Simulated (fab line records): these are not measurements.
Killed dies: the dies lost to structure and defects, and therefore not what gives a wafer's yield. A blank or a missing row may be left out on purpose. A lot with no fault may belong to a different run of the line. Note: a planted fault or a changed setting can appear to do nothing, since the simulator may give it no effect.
Comparing a struck lot with a sound one | flow rit_cmos | 43 out of 202 route steps
Sound: the wafers L715.1, L715.4, L715.5. Wafers struck: L727.1, L727.4, L727.6. The cause is named last.
Order at every step that has rows: each side's tool, ch and its chambers, its first start. Under that, the readings that differ: sound wafers | struck wafers | difference of the means | sigmas: that difference in standard deviations of wafers without a fault.
alike: a reading whose means differ by less than 2 such deviations, as well as words and numbers matching on both sides. not compared: withheld readings; readings where some wafer has no value; bounds like >300 that might hide an equal value; numbers whose values overlap and for which the record gives no deviation.
The two part at a step that has a row with sigmas, a row that says differs or no value, or rows on one side only. Non-overlapping numbers with no deviation appear without sigmas and do not part them. A reading that every wafer of one side lacks parts them only if that side has two wafers or more.

first, 5 steps without rows for these wafers: RIT_ACTIVE_COAT_06 (resist thk 1000 nm); RIT_ACTIVE_SOFTBAKE_07 (time 60 s); RIT_ACTIVE_EXPOSE_08 (exposes mask M1, target cd 1400 nm); RIT_ACTIVE_PEB_09; RIT_ACTIVE_DEVELOP_10 (develop time 51 s).
RIT_ACTIVE_CD_MEAS_11 targets a cd of 1400 nm.
  sound: cd_sem-02 at day 2 00:26; struck: cd_sem-01 at day 4 12:26
  alike: cd_nm
then, 1 step without rows for these wafers: RIT_ACTIVE_HARDBAKE_12 (time 60 s).
RIT_ACTIVE_ETCH_13: etches Si3N4 in SF6, stops on SiO2, time 210 s, target depth 210 nm.
  sound on rie_diel-04 ch 1,3, day 2 00:43; struck on rie_diel-04 ch 0,3, day 4 12:43
  alike: SF6_flow_sccm, drypump_motor_current_A, oes_product_au, throttle_valve_pct
  not compared: rf_hours_counter_h
RIT_ACTIVE_STRIP_14: strips in O2, time 180 s.
  sound on plasma_asher-04 ch 0,1, day 2 00:50; struck on plasma_asher-04 ch 0, day 4 12:50
  alike: drypump_motor_current_A
  not compared: rf_hours_counter_h
RIT_ACTIVE_CD_MEAS_90 targets a cd of 1400 nm.
  sound: cd_sem-01 at day 2 01:01; struck: cd_sem-02 at day 4 13:01
  alike: cd_nm
then, 2 steps without rows for these wafers: RIT_ACTIVE_CLEAN_15 (cleans in SC1, time 600 s); RIT_ACTIVE_CLEAN_16 (cleans in dHF, time 30 s).
RIT_ACTIVE_CLEAN_17: cleans in SC2, time 600 s.
  sound on wet_bench-04 ch 0, day 2 01:20; struck on wet_bench-02 ch 2, day 4 13:20
  alike: bath_heat_duty_pct
then, 1 step without rows for these wafers: RIT_FOX1_OXIDATION_00 (target thk 350.7 nm, ox time 1130 s).
RIT_FOX1_THK_MEAS_01:
  sound: film_metro-03 at day 2 02:49; struck: film_metro-04 at day 4 14:49
  alike: FOX1_OXIDE_THK
then, 2 steps without rows for these wafers: RIT_FOX1_WET_ETCH_02 (etches SiO2 in BOE, target depth 350 nm, time 390 s); RIT_FOX2_OXIDATION_00 (target thk 350.7 nm, ox time 1130 s).
RIT_FOX2_THK_MEAS_01:
  sound: film_metro-04 at day 2 04:22; struck: film_metro-02 at day 4 16:19
  alike: FOX2_OXIDE_THK
then, 2 steps without rows for these wafers: RIT_FOX2_CLEAN_02 (cleans in dHF, time 173 s); RIT_FOX2_WET_ETCH_03 (etches Si3N4 in H3PO4, target depth 195 nm, time 2700 s).
RIT_FOX2_THK_MEAS_90:
  sound: film_metro-04 at day 2 05:15; struck: film_metro-04 at day 4 17:11
  alike: FIELD_OXIDE_LEFT_1_THK
then, 6 steps without rows for these wafers: RIT_NWELL_HMDS_00 (prime time 60 s); RIT_NWELL_COAT_01 (resist thk 1300 nm); RIT_NWELL_SOFTBAKE_02 (time 60 s); RIT_NWELL_EXPOSE_03 (exposes mask M2, target cd 43900 nm); RIT_NWELL_PEB_04; RIT_NWELL_DEVELOP_05 (develop time 64.78 s).
RIT_NWELL_OVL_MEAS_06:
  sound: overlay-02 at day 2 06:20; struck: overlay-01 at day 4 18:17
  reading        | sound       | struck         | difference | sigmas
  NWELL_OVL (nm) | 1.4 1.5 0.4 | -2.5 -0.9 -0.7 | -2.5       | -2
then, 2 steps without rows for these wafers: RIT_NWELL_HARDBAKE_07 (time 120 s); RIT_NWELL_IMPLANT_08.
RIT_NWELL_STRIP_09: strips in O2, time 180 s.
  sound on plasma_asher-04 ch 0,1, day 2 06:47; struck on plasma_asher-01 ch 0,1, day 4 18:44
  alike: drypump_motor_current_A
  not compared: rf_hours_counter_h
RIT_NWELL_TW_MEAS_10:
  sound: film_metro-03 at day 2 06:57; struck: film_metro-01 at day 4 18:55
  reading  | sound          | struck         | difference | sigmas
  NWELL_TW | 2129 2127 2130 | 2165 2181 2172 | +44        | +3
then, 6 steps without rows for these wafers: RIT_PWELL_HMDS_00 (prime time 60 s); RIT_PWELL_COAT_01 (resist thk 1300 nm); RIT_PWELL_SOFTBAKE_02 (time 60 s); RIT_PWELL_EXPOSE_03 (exposes mask M3, target cd 43700 nm); RIT_PWELL_PEB_04; RIT_PWELL_DEVELOP_05 (develop time 68 s).
RIT_PWELL_OVL_MEAS_06:
  sound: overlay-01 at day 2 08:01; struck: overlay-02 at day 4 19:51
  alike: PWELL_OVL
then, 2 steps without rows for these wafers: RIT_PWELL_HARDBAKE_07 (time 120 s); RIT_PWELL_IMPLANT_08.
RIT_PWELL_STRIP_09: strips in O2, time 180 s.
  sound on plasma_asher-01 ch 0,1, day 2 08:34; struck on plasma_asher-01 ch 0,1, day 4 20:17
  alike: drypump_motor_current_A
  not compared: rf_hours_counter_h
RIT_M1_PROBE_99:
  sound: prober-02 at day 3 20:34; struck: prober-02 at day 6 09:52
  reading             | sound   | struck   | difference | sigmas
  killed_at_front_end | 5 10 12 | 41 36 37 | +29        | +10
  killed_dies         | 6 10 12 | 41 36 38 | +29        | +9
  alike: killed_at_contacts, killed_open, killed_short

## WHERE THEY PART
Last at RIT_M1_PROBE_99 as far as this record goes, first at RIT_NWELL_OVL_MEAS_06.

WHY: whatever the simulator had introduced
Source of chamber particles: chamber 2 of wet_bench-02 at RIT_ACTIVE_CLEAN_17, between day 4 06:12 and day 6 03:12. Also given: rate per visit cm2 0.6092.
